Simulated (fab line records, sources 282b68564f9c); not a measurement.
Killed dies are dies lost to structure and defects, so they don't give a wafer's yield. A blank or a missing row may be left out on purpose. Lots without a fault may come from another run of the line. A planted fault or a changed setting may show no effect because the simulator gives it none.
One fault seen from 2 desks | flow rit_cmos | each desk has only its own numbers; what lay behind them comes last

THE TOOL OWNER'S DESK: implanter-04
The tool's own readings at RIT_PWELL_IMPLANT_08: means of the sampled wafers that have a number, for each lot that ran on this tool. A lot is out of limits, marked OUT, if its mean lies more than 4 standard deviations from the usual mean; the brackets give that distance.
Columns: A = beam_energy_keV at RIT_PWELL_IMPLANT_08, usual 170.01
lot  | first seen here | A
L155 | day 3 05:58     | 170.10
L157 | day 3 16:35     | 169.99
L159 | day 4 01:58     | 170.05
L160 | day 4 08:37     | 119.03 (-99 or more) OUT
L161 | day 4 12:31     | 119.05 (-99 or more) OUT
This desk's finding: out of limits on L160, L161; first on L160, day 4 08:37 (beam_energy_keV at RIT_PWELL_IMPLANT_08). In limits: L155, L157, L159.

THE METROLOGY DESK
What the gauges read, lot by lot, whatever tool the lot ran on: means of the sampled wafers that have a number. A lot is out of limits, marked OUT, if its mean lies more than 4 standard deviations from the usual mean; the brackets give that distance.
Columns: A = ACTIVE_OXIDE_THK at RIT_ACTIVE_THK_MEAS_02, usual 47.7 nm; B = NWELL_OVL at RIT_NWELL_OVL_MEAS_06, usual -1.0 nm; C = PWELL_RS at RIT_WELLDRIVE_RS_MEAS_02, usual 429.7 ohm/sq
lot  | first seen here | A    | B    | C
L150 | day 1 17:04     | 48.8 | -0.8 | 428.1
L153 | day 2 08:49     | 47.1 | -0.3 | 429.9
L154 | day 2 13:08     | 47.8 | 0.9  | 431.3
L155 | day 2 19:37     | 48.5 | 0.8  | 429.7
L157 | day 3 05:55     | 48.6 | -1.2 | 428.9
L158 | day 3 09:35     | 47.5 | -2.0 | 431.6
L159 | day 3 14:26     | 48.1 | -1.2 | 429.3
L160 | day 3 19:24     | 47.8 | -1.4 | 443.2 (+11) OUT
L161 | day 4 01:14     | 47.8 | -2.2 | 443.5 (+12) OUT
L163 | day 4 10:30     | 47.7 | 0.5  | 427.8
L169 | day 5 16:29     | 48.4 | -0.0 | 429.2
L170 | day 5 21:58     | 48.6 | -2.3 | 428.8
L171 | day 6 04:01     | 47.4 | -1.4 | 430.2
L172 | day 6 07:16     | 48.1 | -1.1 | 432.5
This desk's finding: out of limits on L160, L161; first on L160, day 4 14:31 (PWELL_RS at RIT_WELLDRIVE_RS_MEAS_02). In limits: L150, L153, L154, L155, L157, L158, L159, L163, L169, L170, L171, L172.

PUT TOGETHER
The tool owner's desk could have raised an alarm at day 4 08:37, on L160, L161.
The metrology desk could have raised an alarm at day 4 14:31, on L160, L161.
Of the lots named, all ran RIT_PWELL_IMPLANT_08 on implanter-04.

WHAT THE SIMULATOR HAD PUT IN
Process parameter drift: implanter-04, from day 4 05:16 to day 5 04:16, at RIT_PWELL_IMPLANT_08. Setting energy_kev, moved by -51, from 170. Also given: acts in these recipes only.
Lots struck among those shown: L160, L161.
Hours from the fault's start to each desk's first reading out of limits: the tool owner's desk, 3; the metrology desk, 9.
